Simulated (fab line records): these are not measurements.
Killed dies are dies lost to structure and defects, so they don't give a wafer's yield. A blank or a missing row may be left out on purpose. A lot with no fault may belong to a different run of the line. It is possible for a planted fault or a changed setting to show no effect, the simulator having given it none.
Split-lot experiment || flow rit-cmos || route with 202 steps; 5 lots, 23 wafers read

== ABOUT THE SPLIT ==
At RIT_M1_COAT_04 (resist thk 1300 nm), the setting resist-thk-nm was moved away from the recipe's 1300 nm on 5 of the 23 wafers read, by -5.0% to -4.1%. This setting was run at the recipe's value on the other wafers.

== FROM THE SPLIT TO THE READING: what the file shows between them, 4 steps ==
- RIT_M1_SOFTBAKE_05: time 60 s
- RIT_M1_EXPOSE_06: exposes mask M12, target cd 2600 nm
- RIT_M1_PEB_07
- RIT_M1_DEVELOP_08: develop time 68 s

== THE READING ==
cd-nm (nm) at RIT_M1_CD_MEAS_09, where the cd target is 2600 nm. Fault-free wafers of this fab line usually give 2599.9 nm, standard deviation 2.8 nm.

{"wafer": "L075.1", "tool, chamber at the split": "litho-track-04, 0", "resist-thk-nm as run, nm": 1300, "against the recipe": "recipe", "cd-nm, nm": 2597.7, "against lot-mates on the recipe": "-"}
{"wafer": "L075.2", "tool, chamber at the split": "litho-track-04, 0", "resist-thk-nm as run, nm": 1300, "against the recipe": "recipe", "cd-nm, nm": 2596.8, "against lot-mates on the recipe": "-"}
{"wafer": "L075.3", "tool, chamber at the split": "litho-track-04, 0", "resist-thk-nm as run, nm": 1300, "against the recipe": "recipe", "cd-nm, nm": 2595.9, "against lot-mates on the recipe": "-"}
{"wafer": "L075.4", "tool, chamber at the split": "litho-track-04, 0", "resist-thk-nm as run, nm": 1300, "against the recipe": "recipe", "cd-nm, nm": 2597.7, "against lot-mates on the recipe": "-"}
{"wafer": "L075.6", "tool, chamber at the split": "litho-track-04, 0", "resist-thk-nm as run, nm": 1300, "against the recipe": "recipe", "cd-nm, nm": 2596.3, "against lot-mates on the recipe": "-"}
{"wafer": "L076.1", "tool, chamber at the split": "litho-track-03, 0", "resist-thk-nm as run, nm": 1300, "against the recipe": "recipe", "cd-nm, nm": 2602.5, "against lot-mates on the recipe": "-"}
{"wafer": "L076.2", "tool, chamber at the split": "litho-track-03, 0", "resist-thk-nm as run, nm": 1300, "against the recipe": "recipe", "cd-nm, nm": 2600.7, "against lot-mates on the recipe": "-"}
{"wafer": "L076.3", "tool, chamber at the split": "litho-track-03, 0", "resist-thk-nm as run, nm": 1300, "against the recipe": "recipe", "cd-nm, nm": 2601.0, "against lot-mates on the recipe": "-"}
{"wafer": "L076.4", "tool, chamber at the split": "litho-track-03, 0", "resist-thk-nm as run, nm": 1235, "against the recipe": "-5.0%", "cd-nm, nm": 2597.1, "against lot-mates on the recipe": -4.3}
{"wafer": "L076.6", "tool, chamber at the split": "litho-track-03, 0", "resist-thk-nm as run, nm": 1235, "against the recipe": "-5.0%", "cd-nm, nm": 2595.5, "against lot-mates on the recipe": -5.9}
{"wafer": "L079.2", "tool, chamber at the split": "litho-track-04, 0", "resist-thk-nm as run, nm": 1300, "against the recipe": "recipe", "cd-nm, nm": 2603.3, "against lot-mates on the recipe": "-"}
{"wafer": "L079.3", "tool, chamber at the split": "litho-track-04, 0", "resist-thk-nm as run, nm": 1300, "against the recipe": "recipe", "cd-nm, nm": 2602.5, "against lot-mates on the recipe": "-"}
{"wafer": "L079.4", "tool, chamber at the split": "litho-track-04, 0", "resist-thk-nm as run, nm": 1300, "against the recipe": "recipe", "cd-nm, nm": 2602.0, "against lot-mates on the recipe": "-"}
{"wafer": "L079.5", "tool, chamber at the split": "litho-track-04, 0", "resist-thk-nm as run, nm": 1300, "against the recipe": "recipe", "cd-nm, nm": 2602.1, "against lot-mates on the recipe": "-"}
{"wafer": "L079.6", "tool, chamber at the split": "litho-track-04, 0", "resist-thk-nm as run, nm": 1300, "against the recipe": "recipe", "cd-nm, nm": 2600.7, "against lot-mates on the recipe": "-"}
{"wafer": "L083.1", "tool, chamber at the split": "litho-track-01, 0", "resist-thk-nm as run, nm": 1247, "against the recipe": "-4.1%", "cd-nm, nm": 2592.1, "against lot-mates on the recipe": -4.0}
{"wafer": "L083.3", "tool, chamber at the split": "litho-track-01, 0", "resist-thk-nm as run, nm": 1300, "against the recipe": "recipe", "cd-nm, nm": 2596.0, "against lot-mates on the recipe": "-"}
{"wafer": "L083.4", "tool, chamber at the split": "litho-track-01, 0", "resist-thk-nm as run, nm": 1247, "against the recipe": "-4.1%", "cd-nm, nm": 2590.9, "against lot-mates on the recipe": -5.2}
{"wafer": "L083.5", "tool, chamber at the split": "litho-track-01, 0", "resist-thk-nm as run, nm": 1247, "against the recipe": "-4.1%", "cd-nm, nm": 2591.6, "against lot-mates on the recipe": -4.5}
{"wafer": "L083.6", "tool, chamber at the split": "litho-track-01, 0", "resist-thk-nm as run, nm": 1300, "against the recipe": "recipe", "cd-nm, nm": 2596.1, "against lot-mates on the recipe": "-"}
{"wafer": "L085.1", "tool, chamber at the split": "litho-track-03, 0", "resist-thk-nm as run, nm": 1300, "against the recipe": "recipe", "cd-nm, nm": 2601.1, "against lot-mates on the recipe": "-"}
{"wafer": "L085.3", "tool, chamber at the split": "litho-track-03, 0", "resist-thk-nm as run, nm": 1300, "against the recipe": "recipe", "cd-nm, nm": 2602.4, "against lot-mates on the recipe": "-"}
{"wafer": "L085.6", "tool, chamber at the split": "litho-track-03, 0", "resist-thk-nm as run, nm": 1300, "against the recipe": "recipe", "cd-nm, nm": 2603.8, "against lot-mates on the recipe": "-"}

FIT RESULTS
A straight line over all 23 wafers: cd-nm changes by +1.37 nm for each +1% of resist-thk-nm; r = +0.67; the points scatter about the line by 3 nm.
The same after taking each lot's own level away (the mean of its wafers on the recipe; 23 wafers): +1.06 nm for each +1%; r = +0.93; scatter 0.81 nm.
Per that fit: largest resist-thk-nm move, reading shift of 5.3 nm.
The span of the lots' own levels, 2596.05 to 2602.43 nm, comes to 2.3 times the standard deviation stated above.
So the lot-to-lot level blurs the effect unless lot-mates are compared.
Check: for one of the wafers moved furthest among these (-5.0%), held out of the fit, the line's prediction against its lot-mates is -5.66 nm. It came out at -4.3 nm against them.

== FURTHER SPLITS ON THESE WAFERS ==
Other splits were also applied to these wafers ahead of the reading. Each is held against what the fit with the lots' levels taken away leaves over:
{"other split on the same wafers": "RIT_SILICIDE_SPUTTER_01 power-w", "wafers away from the commonest value": 4, "r with cd-nm (lot level and that fit taken away)": -0.09}

== THE WHOLE CHAIN: every reading that the file lists as answering this split, in the file's order ==
{"step": "RIT_M1_COAT_04", "what it does": "resist thk 1300 nm", "reading": "NOVOLAK_of_M1_COAT_04.thk-nm (the simulator's own value, which no gauge read)", "change (the file's fit)": "+12.8 nm for each +1% of the setting", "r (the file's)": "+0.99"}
{"step": "RIT_M1_CD_MEAS_09", "what it does": "target cd 2600 nm", "reading": "cd-nm", "change (the file's fit)": "+1.06 nm for each +1% of the setting", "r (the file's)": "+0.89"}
{"step": "RIT_M1_HARDBAKE_11", "what it does": "time 120 s", "reading": "NOVOLAK_of_M1_COAT_04.thk-nm (the simulator's own value, which no gauge read)", "change (the file's fit)": "+11 nm for each +1% of the setting", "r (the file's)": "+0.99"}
{"step": "RIT_M1_METAL_ETCH_12", "what it does": "etches Al in Cl2/BCl3, stops on SiO2, time 165 s, target depth 600 nm", "reading": "NOVOLAK_of_M1_COAT_04.thk-nm (the simulator's own value, which no gauge read)", "change (the file's fit)": "+12.5 nm for each +1% of the setting", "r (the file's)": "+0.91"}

== FILE'S OWN FIT ==
cd-nm changes by +1.06 nm for each +1% of resist-thk-nm, r = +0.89.
